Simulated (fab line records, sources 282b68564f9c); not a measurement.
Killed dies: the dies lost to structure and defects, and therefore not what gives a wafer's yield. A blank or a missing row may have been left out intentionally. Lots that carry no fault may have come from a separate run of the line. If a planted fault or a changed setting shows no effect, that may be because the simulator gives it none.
fab line records -- flow rit_cmos
record lots=5, wafers=15, last_day=6
route steps=202 shown SILICIDE@167 CONTACT@168 M1@202
lots that met no fault: from a run of the same line without faults
start_h: the number of hours between the record's first day and the start of the first shown wafer of the lot -- wait_h: hours since the lot's step before -- " repeats the value in the row above -- L1.1+2: several wafers, shown together as one row -- - either no value or no given start -- * or withheld: withheld -- < > ~ a bound
route shown NAME@n: a module of which the file shows steps, and the number in the route of the first -- usual: mean/standard deviation taken from wafers without a fault -- same: alike in all rows -- chamber/n: place in a boat -- sites: per-site readings -- _std_site: the standard deviation of these -- _edge_site: the outer-site mean with the inner-site mean subtracted -- radius_mm: for every site, how far away it sits from the centre of the wafer -- mask NAME#n: copy n -- behind: tool/chamber where the wafer was last shaped -- hold: cause of the lot's hold/its duration in hours/its outcome -- device: names the non-switching transistor (n, p or np) -- end of line: the tests these same wafers got at the end of their route -- a step given without rows: its recipe and nothing more -- killed: dies lost to structure and defects at the first sort, not the wafer's yield -- map: shows each die of a wafer: x if killed, . if not, _ if none is there
set.NAME: the run value of the setting; set.NAME@STEP: its run value at that earlier step -- model.NAME: the simulator's own value behind a step, which no gauge read
certain route steps with their lots: each step a table, each wafer a row
services: the hour from which a tool's chamber was out of use, counted from the record's first day as start_h (under 0 if before that day), plus the number of hours and why
## steps
# step RIT_SILICIDE_RTA_06
# recipe temp_c=750, time_s=10, idle_temp_c=25, ramp_up_s=5, ramp_down_s=10, cool_to_c=25, ambient=N2
# usual chamber_o2_ppm=1.999/0.02, wafer_temp_C_max=752.9/1.1
lot.wafer,tool,chamber,start_h,wait_h,chamber_o2_ppm,wafer_temp_C_max
L994.2,rtp_anneal-01,0,101.10,0.0,2.016,753.7
L994.3,rtp_anneal-01,0,101.10,0.0,2.018,753.2
L994.5,rtp_anneal-01,0,101.10,0.0,1.995,754.1
L996.1,rtp_anneal-01,0,116.49,0.0,1.992,754.3
L996.2,rtp_anneal-01,0,116.49,0.0,1.992,754.2
L996.6,rtp_anneal-01,0,116.49,0.0,1.957,754.6
L997.3,rtp_anneal-02,0,119.04,0.0,2.003,751.7
L997.4,rtp_anneal-02,0,119.04,0.0,2.049,751.5
L997.6,rtp_anneal-02,0,119.04,0.0,2.020,751.2
L100.1,rtp_anneal-01,0,131.42,0.0,2.037,753.7
L100.3,rtp_anneal-01,0,131.42,0.0,2.007,752.8
L100.4,rtp_anneal-01,0,131.42,0.0,2.039,753.8
L103.1,rtp_anneal-02,0,145.28,0.0,2.016,752.9
L103.3,rtp_anneal-02,0,145.28,0.0,2.022,752.6
L103.4,rtp_anneal-02,0,145.28,0.0,1.996,752.2
# step RIT_CONTACT_CVD_00
# recipe material=SiO2, target_thk_nm=400, precursor=TEOS, temp_c=390, time_s=61, rf_w=400
# usual heater_power_w=315/51, susceptor_temp_C=390.00/0.21
lot.wafer,tool,chamber,start_h,wait_h,heater_power_w,susceptor_temp_C
L994.2,pecvd-04,2,101.16,0.0,348,389.91
L994.3,pecvd-04,1,101.16,0.0,313,390.19
L994.5,pecvd-04,1,101.16,0.0,341,390.20
L996.1,pecvd-01,2,116.55,0.1,355,390.29
L996.2,pecvd-01,1,116.55,0.1,317,390.00
L996.6,pecvd-01,1,116.55,0.1,325,390.05
L997.3,pecvd-04,0,119.08,0.0,287,389.82
L997.4,pecvd-04,1,119.08,0.0,334,389.81
L997.6,pecvd-04,2,119.08,0.0,391,390.24
L100.1,pecvd-04,2,131.48,0.1,362,389.42
L100.3,pecvd-04,1,131.48,0.1,369,390.47
L100.4,pecvd-04,2,131.48,0.1,386,389.75
L103.1,pecvd-04,2,145.35,0.1,403,390.24
L103.3,pecvd-04,1,145.35,0.1,350,390.32
L103.4,pecvd-04,1,145.35,0.1,357,390.05
# step RIT_CONTACT_THK_MEAS_01
# recipe reads=SiO2_of_CONTACT_CVD_00
# usual CONTACT_TEOS_THK=399/4.7
lot.wafer,tool,chamber,start_h,wait_h,CONTACT_TEOS_THK[nm]
L994.2,film_metro-02,-,101.22,0.0,398
L994.3,film_metro-02,-,101.22,0.0,395
L994.5,film_metro-02,-,101.22,0.0,405
L996.1,film_metro-02,-,116.60,0.0,400
L996.2,film_metro-02,-,116.60,0.0,395
L996.6,film_metro-02,-,116.60,0.0,401
L997.3,film_metro-01,-,119.15,0.0,397
L997.4,film_metro-01,-,119.15,0.0,401
L997.6,film_metro-01,-,119.15,0.0,399
L100.1,film_metro-01,-,131.53,0.0,392
L100.3,film_metro-01,-,131.53,0.0,397
L100.4,film_metro-01,-,131.53,0.0,403
L103.1,film_metro-01,-,145.40,0.0,405
L103.3,film_metro-01,-,145.40,0.0,402
L103.4,film_metro-01,-,145.40,0.0,408
# step RIT_CONTACT_HMDS_02
# recipe prime_time_s=60, prime_temp_c=140
# step RIT_CONTACT_COAT_03
# recipe resist=NOVOLAK, spin_rpm=3250, resist_thk_nm=1000
# step RIT_CONTACT_SOFTBAKE_04
# recipe resist=NOVOLAK, temp_c=90, time_s=58.15
# step RIT_CONTACT_EXPOSE_05
# recipe mask_id=M11, na=0.6, source_shape=conventional, sigma_outer=0.5, target_cd_nm=1000, dose_mj=250
# step RIT_CONTACT_PEB_06
# recipe resist=NOVOLAK, temp_c=withheld, time_s=withheld
# step RIT_CONTACT_DEVELOP_07
# recipe resist=NOVOLAK, develop_time_s=120, dev_temp_c=23
# step RIT_CONTACT_CD_MEAS_08
# recipe target_cd_nm=1000
# usual cd_nm=1001.1/2.4
lot.wafer,tool,chamber,start_h,wait_h,cd_nm
L994.2,cd_sem-01,-,102.25,-,999.9
L994.3,cd_sem-01,-,102.25,-,1000.1
L994.5,cd_sem-01,-,102.25,-,1001.1
L996.1,cd_sem-02,-,117.76,-,999.0
L996.2,cd_sem-02,-,117.76,-,997.7
L996.6,cd_sem-02,-,117.76,-,996.7
L997.3,cd_sem-02,-,120.32,-,1002.8
L997.4,cd_sem-02,-,120.32,-,1001.4
L997.6,cd_sem-02,-,120.32,-,1001.1
L100.1,cd_sem-01,-,132.68,-,1006.7
L100.3,cd_sem-01,-,132.68,-,1003.6
L100.4,cd_sem-01,-,132.68,-,1004.1
L103.1,cd_sem-01,-,146.58,-,1000.7
L103.3,cd_sem-01,-,146.58,-,998.6
L103.4,cd_sem-01,-,146.58,-,1000.3
# step RIT_CONTACT_OVL_MEAS_09
# usual CONTACT_OVL=-0.6/1.5
lot.wafer,tool,chamber,start_h,wait_h,CONTACT_OVL[nm]
L994.2,overlay-02,-,102.36,0.1,-2.9
L994.3,overlay-02,-,102.36,0.1,-0.4
L994.5,overlay-02,-,102.36,0.1,-2.6
L996.1,overlay-01,-,117.88,0.1,-0.4
L996.2,overlay-01,-,117.88,0.1,-1.4
L996.6,overlay-01,-,117.88,0.1,-0.7
L997.3,overlay-01,-,120.42,0.1,-3.1
L997.4,overlay-01,-,120.42,0.1,-3.9
L997.6,overlay-01,-,120.42,0.1,-2.7
L100.1,overlay-01,-,132.80,0.1,-2.0
L100.3,overlay-01,-,132.80,0.1,-1.7
L100.4,overlay-01,-,132.80,0.1,-3.6
L103.1,overlay-01,-,146.70,0.1,-2.3
L103.3,overlay-01,-,146.70,0.1,-2.6
L103.4,overlay-01,-,146.70,0.1,-0.6
# step RIT_CONTACT_HARDBAKE_10
# recipe resist=NOVOLAK, temp_c=140, time_s=60
# step RIT_CONTACT_ETCH_11
# recipe target_depth_a=4800, over_etch_frac=0.2, stop_on=TiSi2, chemistry=CHF3/CF4/Ar, target=SiO2, CHF3_flow_sccm=50, cf4_flow_sccm=10, Ar_flow_sccm=100, O2_flow_sccm=5, pressure_mtorr=100, rf_w=200, time_s=320
# usual drypump_motor_current_A=5.45/0.27, mfc_ar_sccm=100.0/0.3, oes_product_au=0.996/0.011, run_length_s=348.1/0.44, throttle_valve_pct=8.86/0.13
lot.wafer,tool,chamber,start_h,wait_h,drypump_motor_current_A,mfc_ar_sccm,oes_product_au,rf_hours_counter_h,run_length_s,throttle_valve_pct,model.NOVOLAK_of_CONTACT_COAT_03.thk_nm
L994.2,rie_diel-02,2,102.54,0.1,4.96,100.0,0.994,9,347.6,8.94,773.8
L994.3,rie_diel-02,1,102.54,0.1,5.56,99.9,0.985,2,348.5,8.75,773.5
L994.5,rie_diel-02,3,102.54,0.1,5.30,99.8,0.989,-,348.4,8.70,769
L996.1,rie_diel-04,1,118.06,0.1,5.67,100.0,0.998,120,348.1,9.00,767.1
L996.2,rie_diel-04,0,118.06,0.1,5.68,100.3,0.992,9,348.3,8.79,768.5
L996.6,rie_diel-04,0,118.06,0.1,5.70,99.7,0.985,-,348.1,8.81,769.1
L997.3,rie_diel-03,1,120.59,0.1,5.69,99.5,1.014,0,347.2,8.97,766.1
L997.4,rie_diel-03,1,120.59,0.1,5.72,99.7,1.012,-,347.3,8.96,765.4
L997.6,rie_diel-03,2,120.59,0.1,5.56,99.8,0.995,-,348.8,9.14,767.4
L100.1,rie_diel-03,2,132.99,0.1,5.56,99.8,0.993,28,348.3,9.13,769.3
L100.3,rie_diel-03,1,132.99,0.1,5.73,100.1,1.004,1,347.4,8.95,765.9
L100.4,rie_diel-03,3,132.99,0.1,4.97,100.1,1.014,-,348.5,8.83,767.2
L103.1,rie_diel-02,0,146.88,0.1,5.59,100.4,1.006,134,347.9,8.69,771.3
L103.3,rie_diel-02,2,146.88,0.1,4.96,100.0,0.973,10,454.5,8.93,732.3
L103.4,rie_diel-02,1,146.88,0.1,5.57,99.9,0.992,3,348.5,8.77,771.3
# step RIT_CONTACT_STRIP_12
# recipe chemistry=O2, time_s=180, resist=NOVOLAK, platen_temp_c=withheld, power_w=500, pressure_mtorr=4000, o2_flow_sccm=4000
# usual drypump_motor_current_A=5.7/0.33
lot.wafer,tool,chamber,start_h,wait_h,drypump_motor_current_A,rf_hours_counter_h
L994.2,plasma_asher-03,1,102.73,0.1,6.0,45
L994.3,plasma_asher-03,0,102.73,0.1,5.5,-
L994.5,plasma_asher-03,1,102.73,0.1,6.0,-
L996.1,plasma_asher-03,1,118.26,0.1,5.9,47
L996.2,plasma_asher-03,0,118.26,0.1,5.5,47
L996.6,plasma_asher-03,1,118.26,0.1,6.0,-
L997.3,plasma_asher-04,1,120.84,0.2,5.2,-
L997.4,plasma_asher-04,0,120.84,0.2,5.8,-
L997.6,plasma_asher-04,1,120.84,0.2,5.2,-
L100.1,plasma_asher-02,1,133.18,0.1,6.1,2
L100.3,plasma_asher-02,0,133.18,0.1,5.3,-
L100.4,plasma_asher-02,1,133.18,0.1,6.1,-
L103.1,plasma_asher-02,0,147.08,0.1,5.3,3
L103.3,plasma_asher-02,0,147.08,0.1,5.3,-
L103.4,plasma_asher-02,1,147.08,0.1,6.1,-
# step RIT_M1_PROBE_99
# usual killed_at_contacts=0.1/0.27, killed_at_front_end=7/3.3, killed_dies=7/3.3, killed_open=3.5/2, killed_short=3.8/2.2
# same gross_dies=264, killed_at_M0_to_M3=0, killed_at_M4_up=0, killed_at_back_side=0, killed_at_other=0
lot.wafer,tool,chamber,start_h,wait_h,killed_at_contacts,killed_at_front_end,killed_dies,killed_open,killed_short,model.etest.nmos_0p15.junction_log10_a_um,model.etest.nmos_narrow.off_log10_a_um,model.etest.nmos_0p3.off_log10_a_um,model.etest.gate_end_array.leak_log10_a_um,model.etest.pmos_0p15.junction_log10_a_um,model.etest.contact_diode_array.leak_log10_a,model.etest.antenna_contact.gate_log10_a_cm2,model.etest.select_edge_diode_n.leak_log10_a
L994.2,prober-01,-,107.63,0.1,0,6,6,3,3,-13.69,-13.1,-12.89,-12.66,-13.73,-9.412,-5.955,-9.92
L994.3,prober-01,-,107.68,0.2,0,4,4,1,3,-13.73,-13.18,-12.97,-12.81,-13.78,-9.407,-5.935,-9.612
L994.5,prober-01,-,107.78,0.2,1,8,9,5,4,-13.51,-13.2,-13.06,-12.92,-13.79,-9.492,-6.119,-10.08
L996.1,prober-01,-,123.00,0.1,0,9,9,4,5,-13.37,-13.03,-12.98,-12.76,-13.65,-9.515,-5.732,-9.789
L996.2,prober-01,-,123.05,0.1,1,5,6,3,3,-13.69,-13.01,-12.93,-12.72,-13.71,-9.41,-5.62,-9.667
L996.6,prober-01,-,123.25,0.2,0,7,7,2,5,-13.67,-13.03,-12.92,-12.67,-13.81,-9.484,-5.768,-9.758
L997.3,prober-02,-,125.67,0.2,1,1,2,1,1,-13.74,-13.31,-13.03,-12.77,-13.95,-9.432,-5.61,-9.866
L997.4,prober-02,-,125.72,0.2,0,8,8,4,4,-13.47,-13.3,-13.11,-12.98,-13.87,-9.504,-6.129,-9.697
L997.6,prober-02,-,125.82,0.2,0,6,6,1,5,-13.6,-13.19,-13.22,-12.96,-13.92,-9.409,-6.02,-9.609
L100.1,prober-01,-,138.08,0.1,0,20,20,14,6,-13.59,-13.28,-13.11,-12.81,-13.75,-9.54,-6.277,-9.71
L100.3,prober-01,-,138.18,0.2,0,20,20,10,10,-13.71,-13.13,-13.01,-12.76,-13.73,-9.521,-6.066,-9.779
L100.4,prober-01,-,138.23,0.2,0,15,15,7,8,-13.53,-13.26,-13.09,-12.75,-13.86,-9.436,-6.592,-9.627
L103.1,prober-02,-,151.96,0.1,0,10,10,4,6,-13.59,-13.27,-13,-12.81,-13.9,-9.538,-5.806,-9.923
L103.3,prober-02,-,152.06,0.2,0,8,8,2,6,-11.85,-11.84,-11.83,-11.62,-12.82,-8.54,-5.284,-9.495
L103.4,prober-02,-,152.11,0.2,0,7,7,6,1,-13.77,-13.29,-13.05,-12.88,-13.76,-9.703,-5.851,-9.839
# killed by level:class
L994.2 FOX1:geometric_particle:short=1 FOX1:geometric_particle:open=1 FOX2:geometric_particle:open=1 GATE:geometric_particle:short=1 SPACER:geometric_particle:open=1 SILICIDE:geometric_particle:short=1
L994.3 FOX2:geometric_particle:short=2 SPACER:geometric_particle:short=1 SILICIDE:geometric_particle:open=1
L994.5 FOX1:geometric_particle:open=2 FOX1:geometric_particle:short=1 GATE:geometric_particle:open=1 GATE:geometric_particle:short=1 REOX:geometric_particle:short=1 REOX:geometric_particle:open=1 SPACER:geometric_particle:open=1 CONTACT:geometric_particle:short=1
L996.1 SILICIDE:geometric_particle:short=4 FOX1:geometric_particle:open=2 GATE:geometric_particle:open=1 SPACER:geometric_particle:short=1 SILICIDE:geometric_particle:open=1
L996.2 GATE:geometric_particle:short=2 FOX1:geometric_particle:open=1 SPACER:geometric_particle:open=1 SILICIDE:geometric_particle:short=1 CONTACT:geometric_particle:open=1
L996.6 FOX1:geometric_particle:short=2 FOX1:geometric_particle:open=1 FOX2:geometric_particle:short=1 REOX:geometric_particle:short=1 SILICIDE:geometric_particle:open=1 SILICIDE:geometric_particle:short=1
L997.3 GATE:geometric_particle:short=1 CONTACT:geometric_particle:open=1
L997.4 GATE:geometric_particle:open=2 FOX1:geometric_particle:open=1 GATE:geometric_particle:short=1 REOX:geometric_particle:open=1 REOX:geometric_particle:short=1 SPACER:geometric_particle:short=1 SILICIDE:geometric_particle:short=1
L997.6 FOX1:geometric_particle:short=2 GATE:geometric_particle:open=1 GATE:geometric_particle:short=1 SPACER:geometric_particle:short=1 SILICIDE:geometric_particle:short=1
L100.1 SPACER:geometric_particle:open=6 GATE:geometric_particle:open=5 GATE:geometric_particle:short=3 SPACER:geometric_particle:short=3 FOX1:geometric_particle:open=1 FOX2:geometric_particle:open=1 SILICIDE:geometric_particle:open=1
L100.3 SPACER:geometric_particle:short=7 FOX1:geometric_particle:open=3 SPACER:geometric_particle:open=3 SILICIDE:geometric_particle:open=2 FOX1:geometric_particle:short=1 GATE:geometric_particle:short=1 GATE:geometric_particle:open=1 REOX:geometric_particle:open=1
L100.4 GATE:geometric_particle:open=4 GATE:geometric_particle:short=3 FOX1:geometric_particle:short=2 REOX:geometric_particle:short=2 FOX1:geometric_particle:open=1 SPACER:geometric_particle:open=1 SILICIDE:geometric_particle:short=1 SILICIDE:geometric_particle:open=1
L103.1 FOX1:geometric_particle:short=2 SPACER:geometric_particle:short=2 FOX1:geometric_particle:open=1 FOX2:geometric_particle:open=1 GATE:geometric_particle:short=1 REOX:geometric_particle:short=1 REOX:geometric_particle:open=1 SPACER:geometric_particle:open=1
L103.3 GATE:geometric_particle:short=2 REOX:geometric_particle:short=2 FOX1:geometric_particle:open=1 FOX2:geometric_particle:short=1 GATE:geometric_particle:open=1 SILICIDE:geometric_particle:short=1
L103.4 FOX1:geometric_particle:open=2 GATE:geometric_particle:open=2 FOX2:geometric_particle:open=1 GATE:geometric_particle:short=1 SPACER:geometric_particle:open=1
## services
tool,chamber,start_h,hours,kind
plasma_asher-03,-,78.11,4.9,repair
rie_diel-04,2,96.80,4.1,repair
plasma_asher-02,-,108.75,9.0,pm
plasma_asher-02,0,108.75,9.0,vent_cycle
plasma_asher-02,1,108.75,9.0,vent_cycle
rie_diel-03,0,108.92,5.8,repair
rie_diel-02,2,110.75,1.8,repair
rie_diel-03,0,114.69,-,clean
rie_diel-03,0,114.69,28.4,scheduled_down
rie_diel-03,0,114.69,28.4,vent_cycle
plasma_asher-02,0,117.75,-,clean
plasma_asher-02,1,117.75,-,clean
rie_diel-04,3,126.70,1.5,repair
rie_diel-04,2,141.31,-,clean
rie_diel-04,2,141.31,18.4,scheduled_down
rie_diel-04,2,141.31,18.4,vent_cycle
rie_diel-03,-,142.15,0.6,repair
## key
first_sign step=RIT_CONTACT_ETCH_11, reading=run_length_s, direction=up, sigmas=99+, usual=*, struck=*
effect none on later readings
model_effect step=RIT_CONTACT_ETCH_11, value=NOVOLAK_of_CONTACT_COAT_03.thk_nm, without=770.6, struck=732.3
model_effect step=RIT_M1_PROBE_99, value=etest.nmos_0p15.junction_log10_a_um, without=-13.66, struck=-11.85
met_at RIT_CONTACT_ETCH_11
struck_wafers L103.3
tester_left_out L103
onset_between 102.54 146.88
fault kind=process_parameter_drift, tool=rie_diel-02, chamber=2, onset_h=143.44, steps=RIT_CONTACT_ETCH_11, channel=time_s, offset=*, shape=step, end_h=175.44, acts_in=*, stated=*
# tester_left_out: of these lots the tester's yield and bins aren't shown, on N5 and GAA mostly nor the transistor test; their killed dies are dies lost to structure and defects alone, not to doping, threshold or leakage, so they don't give the yield
